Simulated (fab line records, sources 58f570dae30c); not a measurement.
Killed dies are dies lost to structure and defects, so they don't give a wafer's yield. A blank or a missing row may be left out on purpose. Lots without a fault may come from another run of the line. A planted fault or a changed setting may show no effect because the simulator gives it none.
Tool commonality check | flow berkeley_cmos170 | 14 lots, 42 wafers sampled

WHY IT WAS OPENED
At UCB170_GATE_CD_MEAS_12 the reading cd_nm is flagged on 2 of 14 lots. Wafers without a fault read 349.9 nm, standard deviation 1.4.
Rule: a lot is flagged when every wafer of it that has a number lies more than 4 standard deviations from that mean, or none has a number. The other lots count as sound.

lot  | measured     | on        | cd_nm (nm), wafer by wafer | flag
L264 | day 7 08:27  | cd_sem-01 | 349.2 350.3 350.3          |
L265 | day 7 08:44  | cd_sem-01 | 349.8 349.7 350.0          |
L266 | day 7 21:36  | cd_sem-02 | 350.1 352.7 349.9          |
L268 | day 8 09:36  | cd_sem-01 | 348.3 349.2 349.4          |
L267 | day 8 09:53  | cd_sem-01 | 350.1 349.9 350.2          |
L272 | day 8 22:28  | cd_sem-01 | 347.1 348.2 349.5          |
L271 | day 8 22:38  | cd_sem-01 | 350.5 351.5 351.9          |
L275 | day 9 08:55  | cd_sem-02 | 352.5 350.3 352.9          |
L276 | day 9 23:03  | cd_sem-01 | 350.9 350.1 351.7          |
L277 | day 10 03:44 | cd_sem-02 | 350.3 350.6 348.9          |
L281 | day 10 03:53 | cd_sem-02 | 348.2 349.3 350.6          |
L279 | day 10 04:02 | cd_sem-02 | 340.6 342.9 341.5          | FLAGGED
L282 | day 11 05:01 | cd_sem-02 | 341.8 342.4 342.7          | FLAGGED
L286 | day 11 19:32 | cd_sem-01 | 350.9 350.0 350.1          |
The numbers of the flagged lots are 342.0 nm on average: -7.9 nm against the usual, or -6 standard deviations.

WHICH TOOL RAN EACH LOT
The record holds 1 process step before the reading, out of a route of 331 steps. In each cell: the tool, then ch and the chambers that the sampled wafers went through, then the start.
lot  | flag    | UCB170_GATE_PEB_10
L264 |         | litho_track-01 ch 0, day 7 08:10
L265 |         | litho_track-01 ch 0, day 7 08:28
L266 |         | litho_track-01 ch 0, day 7 21:20
L268 |         | litho_track-02 ch 0, day 8 09:20
L267 |         | litho_track-02 ch 0, day 8 09:36
L272 |         | litho_track-01 ch 0, day 8 22:12
L271 |         | litho_track-02 ch 0, day 8 22:22
L275 |         | litho_track-02 ch 0, day 9 08:35
L276 |         | litho_track-02 ch 0, day 9 22:47
L277 |         | litho_track-03 ch 0, day 10 03:23
L281 |         | litho_track-01 ch 0, day 10 03:37
L279 | FLAGGED | litho_track-02 ch 0, day 10 03:44
L282 | FLAGGED | litho_track-02 ch 0, day 11 04:44
L286 |         | litho_track-01 ch 0, day 11 19:16
What these steps do:
- UCB170_GATE_PEB_10
- UCB170_GATE_CD_MEAS_12: target cd 350 nm.

FLAGGED OVER TOTAL, TOOL BY TOOL (the gauges that took the reading come last)
step                   | tool           | lots run | flagged | share of the flagged lots | sound lots run after its first flagged lot
UCB170_GATE_PEB_10     | litho_track-01 | 6        | 0       | none                      | -
UCB170_GATE_PEB_10     | litho_track-02 | 7        | 2       | all                       | 0
UCB170_GATE_PEB_10     | litho_track-03 | 1        | 0       | none                      | -
UCB170_GATE_CD_MEAS_12 | cd_sem-01      | 8        | 0       | none                      | -
UCB170_GATE_CD_MEAS_12 | cd_sem-02      | 6        | 2       | all                       | 0

WHAT THE TABLE ALLOWS
2 rows of the table ran every flagged lot: litho_track-02 at UCB170_GATE_PEB_10, cd_sem-02 at UCB170_GATE_CD_MEAS_12.
- litho_track-02 at UCB170_GATE_PEB_10: 2 of its 7 lots flagged. Its last sound lot is L276 (day 9 22:47), its first flagged lot L279 (day 10 03:44): a fault that began between those two fits.
- cd_sem-02 at UCB170_GATE_CD_MEAS_12: 2 of its 6 lots flagged. Its last sound lot is L281 (day 10 03:53), its first flagged lot L279 (day 10 04:02): a fault that began between those two fits.
Counting lots can't tell these 2 tools apart, because each fits a fault that began at some hour. More lots, or a look at what each step does to the wafer, might.

WHAT THE SIMULATOR HAD PUT IN
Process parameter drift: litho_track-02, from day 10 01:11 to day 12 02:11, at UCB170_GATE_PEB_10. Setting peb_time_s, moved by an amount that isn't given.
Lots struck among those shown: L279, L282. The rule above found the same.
